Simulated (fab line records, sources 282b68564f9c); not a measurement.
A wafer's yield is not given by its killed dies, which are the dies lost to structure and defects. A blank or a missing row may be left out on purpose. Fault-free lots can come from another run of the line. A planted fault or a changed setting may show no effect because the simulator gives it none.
A sampling plan put to the test ; flow ritCmos ; one line in one fab, 32 faults in these records, each fault weighed on the records of the lots it struck
The plan consists of the line's own looks: route steps at which the wafer is read by a gauge or an inspection but not changed. Where struck wafers have a number at a look and the file lists that look's usual mean and standard deviation on fault-free wafers, the look can be judged. Caught: the struck wafers' mean, at a look after the fault's first step, is 4 or more of those standard deviations (sigma) away from the usual mean. On the tool: here the same test is run on the tool's own readings at the fault's steps. Another recipe on the struck wafers, or a record that is blank for them alone, also counts as caught.

== THE FAULTS, as the simulator had put them in ==
1. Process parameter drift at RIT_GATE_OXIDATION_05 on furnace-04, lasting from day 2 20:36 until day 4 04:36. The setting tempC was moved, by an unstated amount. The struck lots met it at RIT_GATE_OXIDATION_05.
2. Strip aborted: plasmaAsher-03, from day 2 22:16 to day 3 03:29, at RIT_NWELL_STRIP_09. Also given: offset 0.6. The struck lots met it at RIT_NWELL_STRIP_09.
3. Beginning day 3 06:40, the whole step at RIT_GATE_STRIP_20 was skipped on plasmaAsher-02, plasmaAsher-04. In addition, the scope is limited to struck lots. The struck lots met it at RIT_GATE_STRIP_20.
4. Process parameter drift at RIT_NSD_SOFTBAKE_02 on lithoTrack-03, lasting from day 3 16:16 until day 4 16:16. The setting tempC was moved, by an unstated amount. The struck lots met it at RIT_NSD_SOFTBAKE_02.
5. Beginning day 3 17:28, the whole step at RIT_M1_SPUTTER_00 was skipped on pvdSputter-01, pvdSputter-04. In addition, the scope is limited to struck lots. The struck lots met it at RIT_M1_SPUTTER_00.
6. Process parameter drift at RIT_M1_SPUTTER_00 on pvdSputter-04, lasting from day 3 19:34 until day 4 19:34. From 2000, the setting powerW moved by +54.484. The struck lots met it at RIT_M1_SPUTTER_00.
7. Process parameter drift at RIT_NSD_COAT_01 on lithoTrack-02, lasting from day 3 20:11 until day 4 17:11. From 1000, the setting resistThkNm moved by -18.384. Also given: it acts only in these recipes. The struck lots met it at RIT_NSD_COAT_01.
8. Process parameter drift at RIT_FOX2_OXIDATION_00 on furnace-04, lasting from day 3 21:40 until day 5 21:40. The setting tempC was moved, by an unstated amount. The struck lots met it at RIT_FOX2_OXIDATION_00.
9. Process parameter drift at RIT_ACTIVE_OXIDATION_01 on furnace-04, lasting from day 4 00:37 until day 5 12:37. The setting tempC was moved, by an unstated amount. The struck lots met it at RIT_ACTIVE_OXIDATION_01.
10. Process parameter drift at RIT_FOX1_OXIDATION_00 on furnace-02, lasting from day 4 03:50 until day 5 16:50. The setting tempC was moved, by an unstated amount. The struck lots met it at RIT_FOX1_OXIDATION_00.
11. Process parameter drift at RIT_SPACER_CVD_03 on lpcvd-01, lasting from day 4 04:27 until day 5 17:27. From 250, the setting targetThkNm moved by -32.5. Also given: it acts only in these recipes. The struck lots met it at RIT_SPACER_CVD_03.
12. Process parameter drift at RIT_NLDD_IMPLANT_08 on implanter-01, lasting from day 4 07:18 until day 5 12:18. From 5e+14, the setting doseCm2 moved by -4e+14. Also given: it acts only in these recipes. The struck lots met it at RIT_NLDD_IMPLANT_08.
13. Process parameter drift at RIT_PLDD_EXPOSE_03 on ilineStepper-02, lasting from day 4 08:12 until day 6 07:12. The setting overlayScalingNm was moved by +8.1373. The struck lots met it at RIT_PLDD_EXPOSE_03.
14. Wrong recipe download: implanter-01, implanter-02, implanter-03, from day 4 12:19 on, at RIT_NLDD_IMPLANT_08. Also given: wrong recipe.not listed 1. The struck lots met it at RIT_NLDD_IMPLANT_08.
15. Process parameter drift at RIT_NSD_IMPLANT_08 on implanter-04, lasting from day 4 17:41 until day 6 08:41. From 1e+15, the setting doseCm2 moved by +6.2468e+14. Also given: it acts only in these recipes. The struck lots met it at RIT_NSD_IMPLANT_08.
16. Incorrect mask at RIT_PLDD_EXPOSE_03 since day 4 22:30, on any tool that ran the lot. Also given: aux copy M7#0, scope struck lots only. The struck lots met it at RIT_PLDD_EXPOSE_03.
17. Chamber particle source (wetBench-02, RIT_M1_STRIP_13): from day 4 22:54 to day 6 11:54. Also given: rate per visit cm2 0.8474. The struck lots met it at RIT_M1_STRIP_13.
18. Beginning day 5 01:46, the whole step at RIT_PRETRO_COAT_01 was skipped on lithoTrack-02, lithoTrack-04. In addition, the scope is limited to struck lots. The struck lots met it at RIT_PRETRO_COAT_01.
19. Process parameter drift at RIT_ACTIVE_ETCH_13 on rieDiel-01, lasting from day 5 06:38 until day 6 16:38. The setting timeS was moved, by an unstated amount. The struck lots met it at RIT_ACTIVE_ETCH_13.
20. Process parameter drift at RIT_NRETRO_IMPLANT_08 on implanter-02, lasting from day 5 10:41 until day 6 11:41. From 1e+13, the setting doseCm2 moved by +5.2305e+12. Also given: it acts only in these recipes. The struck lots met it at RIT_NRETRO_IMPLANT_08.
21. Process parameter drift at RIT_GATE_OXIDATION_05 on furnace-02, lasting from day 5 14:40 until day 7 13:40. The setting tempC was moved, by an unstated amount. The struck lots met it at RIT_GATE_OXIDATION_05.
22. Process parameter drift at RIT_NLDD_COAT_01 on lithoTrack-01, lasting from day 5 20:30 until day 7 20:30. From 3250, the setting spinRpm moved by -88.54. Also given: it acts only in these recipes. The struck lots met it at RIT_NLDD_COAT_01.
23. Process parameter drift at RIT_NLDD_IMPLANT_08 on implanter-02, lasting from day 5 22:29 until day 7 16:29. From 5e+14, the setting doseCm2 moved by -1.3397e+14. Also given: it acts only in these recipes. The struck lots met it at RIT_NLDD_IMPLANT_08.
24. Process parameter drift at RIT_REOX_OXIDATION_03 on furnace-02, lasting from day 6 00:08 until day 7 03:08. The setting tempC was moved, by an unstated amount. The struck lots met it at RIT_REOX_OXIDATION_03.
25. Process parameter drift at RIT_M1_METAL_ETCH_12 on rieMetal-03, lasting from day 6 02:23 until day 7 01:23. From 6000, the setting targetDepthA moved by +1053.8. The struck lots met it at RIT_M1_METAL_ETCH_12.
26. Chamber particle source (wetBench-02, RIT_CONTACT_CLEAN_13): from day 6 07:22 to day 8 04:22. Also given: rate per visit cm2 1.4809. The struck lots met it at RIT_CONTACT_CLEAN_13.
27. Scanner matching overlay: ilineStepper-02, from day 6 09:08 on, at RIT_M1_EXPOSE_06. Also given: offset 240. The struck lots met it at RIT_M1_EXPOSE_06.
28. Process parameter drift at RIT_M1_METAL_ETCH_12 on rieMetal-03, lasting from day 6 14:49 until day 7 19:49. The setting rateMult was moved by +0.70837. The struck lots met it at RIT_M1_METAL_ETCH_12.
29. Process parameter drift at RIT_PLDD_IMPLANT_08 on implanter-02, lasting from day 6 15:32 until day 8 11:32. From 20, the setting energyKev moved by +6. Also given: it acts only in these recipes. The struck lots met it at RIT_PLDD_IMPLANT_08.
30. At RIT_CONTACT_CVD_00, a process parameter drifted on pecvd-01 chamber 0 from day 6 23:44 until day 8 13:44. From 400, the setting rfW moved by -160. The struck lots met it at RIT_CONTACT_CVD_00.
31. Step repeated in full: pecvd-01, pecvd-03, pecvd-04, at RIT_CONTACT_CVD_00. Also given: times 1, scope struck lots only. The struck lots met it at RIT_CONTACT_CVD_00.
32. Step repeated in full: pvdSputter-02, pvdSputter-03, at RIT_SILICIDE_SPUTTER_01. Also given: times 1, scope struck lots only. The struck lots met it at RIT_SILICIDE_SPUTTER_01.

== WHAT THE PLAN SAW ==
fault;on the tool itself;first look that catches it;reading, sigma;median hours from its first step to that look;hours from the fault's start to the first struck lot there;judged looks passed uncaught
1;tubeCenterTempC -99 or beyond sigma;RIT_GATE_THK_MEAS_07;GATE_OXIDE_THK -8.3;2.2;5;0
2;runLengthS -99 or beyond sigma;not the one look that can be judged after it;-;-;-;1
3;no reading that can be judged;not the one look that can be judged after it;-;-;-;1
4;heaterPowerTotalW -23 sigma;not the one look that can be judged after it;-;-;-;1
5;the tool's record is blank for the struck wafers;none of the 2 looks that can be judged after it;-;-;-;2
6;cathodeDcPowerW +99 or beyond sigma;none of the 4 looks that can be judged after it;strongest: M1_AL_THK at RIT_M1_THK_MEAS_02, +2.5;-;-;4
7;under 2 sigma;not the one look that can be judged after it;-;-;-;1
8;tubeCenterTempC -99 or beyond sigma;RIT_FOX2_THK_MEAS_01;FOX2_OXIDE_THK -11;1.3;4;0
9;tubeCenterTempC +99 or beyond sigma;RIT_ACTIVE_THK_MEAS_02;ACTIVE_OXIDE_THK +7.1;1.9;4;0
10;tubeCenterTempC -99 or beyond sigma;RIT_FOX1_THK_MEAS_01;FOX1_OXIDE_THK -5.6;1.3;7;0
11;under 2 sigma;RIT_SPACER_THK_MEAS_04;SPACER_NITRIDE_THK -14;1.9;10;0
12;doseIonsCm2 -99 or beyond sigma;RIT_NLDD_TW_MEAS_10;NLDD_TW -44;0.3;3;0
13;under 2 sigma;not the one look that can be judged after it;strongest: PLDD_OVL at RIT_PLDD_OVL_MEAS_06, +3.8;-;-;1
14;under 2 sigma;RIT_NLDD_TW_MEAS_10;NLDD_TW -55;0.3;2;0
15;doseIonsCm2 +99 or beyond sigma;RIT_NSD_TW_MEAS_10;NSD_TW +9.3;0.3;2;0
16;under 2 sigma;RIT_PLDD_TW_MEAS_10;PLDD_TW -99 or beyond;0.9;3;0
17;under 2 sigma;no look after it can be judged;-;-;-;0
18;the tool's record is blank for the struck wafers;no look after it can be judged;-;-;-;0
19;runLengthS +14 sigma;none of the 4 looks that can be judged after it;-;-;-;4
20;doseIonsCm2 +99 or beyond sigma;RIT_NRETRO_TW_MEAS_10;NRETRO_TW +15;0.3;3;0
21;tubeCenterTempC +99 or beyond sigma;RIT_GATE_THK_MEAS_07;GATE_OXIDE_THK +12;1.4;10;0
22;spinSpeedRpm -42 sigma;not the one look that can be judged after it;-;-;-;1
23;doseIonsCm2 -99 or beyond sigma;RIT_NLDD_TW_MEAS_10;NLDD_TW -9.0;0.3;3;0
24;tubeCenterTempC -77 sigma;not the one look that can be judged after it;strongest: REOX_OXIDE_THK at RIT_REOX_THK_MEAS_04, -3.3;-;-;1
25;oesProductAu -4.2 sigma;no look after it can be judged;-;-;-;0
26;no reading that can be judged;no look after it can be judged;-;-;-;0
27;under 2 sigma;RIT_M1_OVL_MEAS_10;M1_OVL +99 or beyond;0.5;11;0
28;under 2 sigma;RIT_M1_CD_MEAS_90;cdNm -5.5;0.6;7;0
29;beamEnergyKeV +99 or beyond sigma;RIT_PLDD_TW_MEAS_10;PLDD_TW +8.2;0.3;13;0
30;rfFwdPowerW -99 or beyond sigma;RIT_CONTACT_THK_MEAS_01;CONTACT_TEOS_THK -10;0.1;7;0
31;under 2 sigma;RIT_CONTACT_THK_MEAS_01;CONTACT_TEOS_THK +79;0.3;-;0
32;under 2 sigma;RIT_SILICIDE_RS_MEAS_02;SILICIDE_TI_RS -44;0.5;-;0
A dash: this means the fault isn't caught or the number doesn't appear in these records.

Caught at a look: 18 of 32. Caught on the tool: 20 of 32. By one or the other: 27 of 32.
Faults caught by the tool alone: 2, 4, 5, 6, 18, 19, 22, 24, 25.
Caught at a look alone: faults 11, 14, 16, 27, 28, 31, 32.
Caught by neither: faults 3, 7, 13, 17, 26.

== THINNER SAMPLING ==
In the worst case, this is how late the first struck lot would be measured if the look that catches a fault measured only every second or every third lot, by lot number:
fault;struck lots at that look, in order of time;every lot;every second lot;every third lot
1;L474, L476;5 h;may miss all 2;may miss all 2
8;L691, L692;4 h;9 h;may miss all 2
9;L666, L667, L668;4 h;9 h;14 h
10;L565, L566;7 h;11 h;may miss all 2
11;L784, L787;10 h;24 h;may miss all 2
12;L897, L902;3 h;27 h;may miss all 2
14;L126, L127, L128, L129;2 h;7 h;12 h
15;L357, L358;2 h;7 h;may miss all 2
16;L662;3 h;may miss it;may miss it
20;L491, L494;3 h;19 h;may miss all 2
21;L829, L833;10 h;may miss all 2;may miss all 2
23;L698, L700;3 h;may miss all 2;may miss all 2
27;L640, L642, L644;11 h;may miss all 3;31 h
28;L265, L267;7 h;may miss all 2;may miss all 2
29;L119, L120;13 h;20 h;may miss all 2
30;L697, L700;7 h;23 h;may miss all 2
Hours: fault start to first struck lot measured. The test against the limit of 4 sigma pooled every struck wafer, which means one lot taken alone may stay below that limit. Other struck lots may not be in these records.

== THE LONGEST TIMED WAY FROM STEP TO LOOK ==
Fault 1: median gap of 2.2 hours between RIT_GATE_OXIDATION_05 and RIT_GATE_THK_MEAS_07. No look between them can be judged.
